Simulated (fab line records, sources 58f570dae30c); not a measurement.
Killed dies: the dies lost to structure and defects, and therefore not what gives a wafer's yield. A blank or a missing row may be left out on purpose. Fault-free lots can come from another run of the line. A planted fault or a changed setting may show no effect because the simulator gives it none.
A struck lot beside a sound one / flow berkeley-cmos170 / 17 steps out of a route of 331
Sound: wafers L327.2, L327.5, L327.6. Struck: wafers L333.1, L333.3, L333.4. The cause comes at the end.
Per side, at each step with rows, come the tool, then ch with its chambers, and then its first start. Under that, the readings that differ: sound wafers / struck wafers / difference of the means / sigmas: that difference in standard deviations of wafers without a fault.
alike: a reading whose means differ by less than 2 such deviations, as well as words and numbers matching on both sides. not compared: withheld readings; readings where some wafer has no value; bounds like >300 that might hide an equal value; numbers whose values overlap and for which the record gives no deviation.
The two part at a step that has a row with sigmas, a row that says differs or no value, or rows on one side only. Non-overlapping numbers with no deviation appear without sigmas and do not part them. A reading missing from all wafers of one side parts the sides only when that side holds two or more wafers.

UCB170_ACTIVE_OVL_MEAS_14:
  sound on overlay-02, day 5 11:16; struck on overlay-02, day 6 13:41
reading=ACTIVE_OVL (nm); sound=-3 -1 -5; struck=17 16 14; difference=+19; sigmas=+3
UCB170_ACTIVE_ETCH_15: etches Si3N4 in CH3F/Ar/O2, stops on SiO2, target depth 242 nm, time 151 s.
  sound on rie-diel-04 ch 0,1,2, day 5 11:18; struck on rie-diel-04 ch 0,1,3, day 6 13:43
  alike: CH3F_flow_sccm, drypump-motor-current-A, oes-product-au, throttle-valve-pct
  not compared: rf-hours-counter-h
UCB170_ACTIVE_STRIP_16: strips in O2.
  sound on plasma-asher-02 ch 0,1, day 5 11:24; struck on plasma-asher-04 ch 0,1, day 6 13:49
  alike: drypump-motor-current-A, oes-product-au, strip-time-to-endpoint-s
  not compared: rf-hours-counter-h
UCB170_ACTIVE_CD_MEAS_90: the cd target is 1200 nm.
  sound on cd-sem-02, day 5 11:31; struck on cd-sem-02, day 6 13:55
  alike: cd-nm
then, 7 steps without rows for these wafers: UCB170_ACTIVE_CLEAN_17 (cleans in SPM, time 600 s); UCB170_PFIELD_HMDS_00 (prime time 60 s); UCB170_PFIELD_COAT_01 (resist thk 900 nm); UCB170_PFIELD_SOFTBAKE_02 (time 60 s); UCB170_PFIELD_EXPOSE_03 (exposes mask PFIELD, target cd 1500 nm); UCB170_PFIELD_PEB_04; UCB170_PFIELD_DEVELOP_05 (develop time 45 s).
UCB170_PFIELD_OVL_MEAS_06:
  sound on overlay-01, day 5 13:32; struck on overlay-01, day 6 15:40
  alike: PFIELD_OVL
UCB170_PFIELD_IMPLANT_07:
  sound on implanter-04 ch 0, day 5 13:36; struck on implanter-03 ch 0, day 6 15:43
reading=dose-ions-cm2; sound=1.998e+13 1.9987e+13 2.0014e+13; struck=2.8379e+13 2.8424e+13 2.8403e+13; difference=+8.4083e+12; sigmas=+99 or more
reading=faraday-current-uA; sound=62.9 62.9 63.6; struck=91.1 88.5 88.6; difference=+26.3; sigmas=+20
  alike: beam-on-s, end-station-pressure-torr
UCB170_PFIELD_STRIP_08: strips in O2.
  sound on plasma-asher-04 ch 0,1, day 5 13:43; struck on plasma-asher-04 ch 0,1, day 6 15:52
  alike: drypump-motor-current-A, oes-product-au, strip-time-to-endpoint-s
  not compared: rf-hours-counter-h
UCB170_PFIELD_TW_MEAS_09:
  sound on film-metro-02, day 5 13:52; struck on film-metro-04, day 6 15:58
reading=PFIELD_TW; sound=613 610 616; struck=671 673 669; difference=+58; sigmas=+9
then, 1 step without rows for these wafers: UCB170_FIELD_CLEAN_00 (cleans in dHF, time 7.5 s).
-- the record jumps here: 4 days lie between the struck wafers' starts before and after (it left off in module FIELD and takes up again in module M3, whose first step shown is number 331 of the route) --
UCB170_M3_PROBE_99:
  sound on prober-02, day 9 20:52; struck on prober-01, day 10 19:24
reading=model.etest.field-n-metal.vt-v (V); sound=52.24 53.38 52.49; struck=67.2 68.91 68.71; difference=+15.6; sigmas=
reading=model.etest.iso-pplus-pwell.bv-v (V); sound=23.36 23.83 23.14; struck=13.87 15.09 15.05; difference=-8.77; sigmas=
reading=model.etest.field-n.vt-v (V); sound=19.08 19.09 19.08; struck=24.67 25.3 25.3; difference=+6.01; sigmas=
reading=model.etest.diode-nplus-pwell.bv-v (V); sound=12.51 12.6 12.47; struck=10.22 10.28 10.17; difference=-2.30; sigmas=
reading=model.etest.iso-nplus-nwell.lateral-log10-a-um; sound=-8.066 -8.118 -8.175; struck=-8.319 -8.265 -8.344; difference=-0.190; sigmas=
reading=model.etest.diode-nplus-comb.cj-ff-um2; sound=0.817 0.8122 0.8177; struck=0.904 0.8975 0.8986; difference=+0.084; sigmas=
reading=model.etest.nmos-narrow.off-log10-a-um; sound=-13.22 -13.12 -13.08; struck=-13.27 -13.31 -13.26; difference=-0.14; sigmas=
  not compared: model.etest.nmos-narrow.drive-ua-um

== WHERE THEY PART ==
First at UCB170_ACTIVE_OVL_MEAS_14; last, within this record, at UCB170_PFIELD_TW_MEAS_09.

WHY: what had been put in by the simulator
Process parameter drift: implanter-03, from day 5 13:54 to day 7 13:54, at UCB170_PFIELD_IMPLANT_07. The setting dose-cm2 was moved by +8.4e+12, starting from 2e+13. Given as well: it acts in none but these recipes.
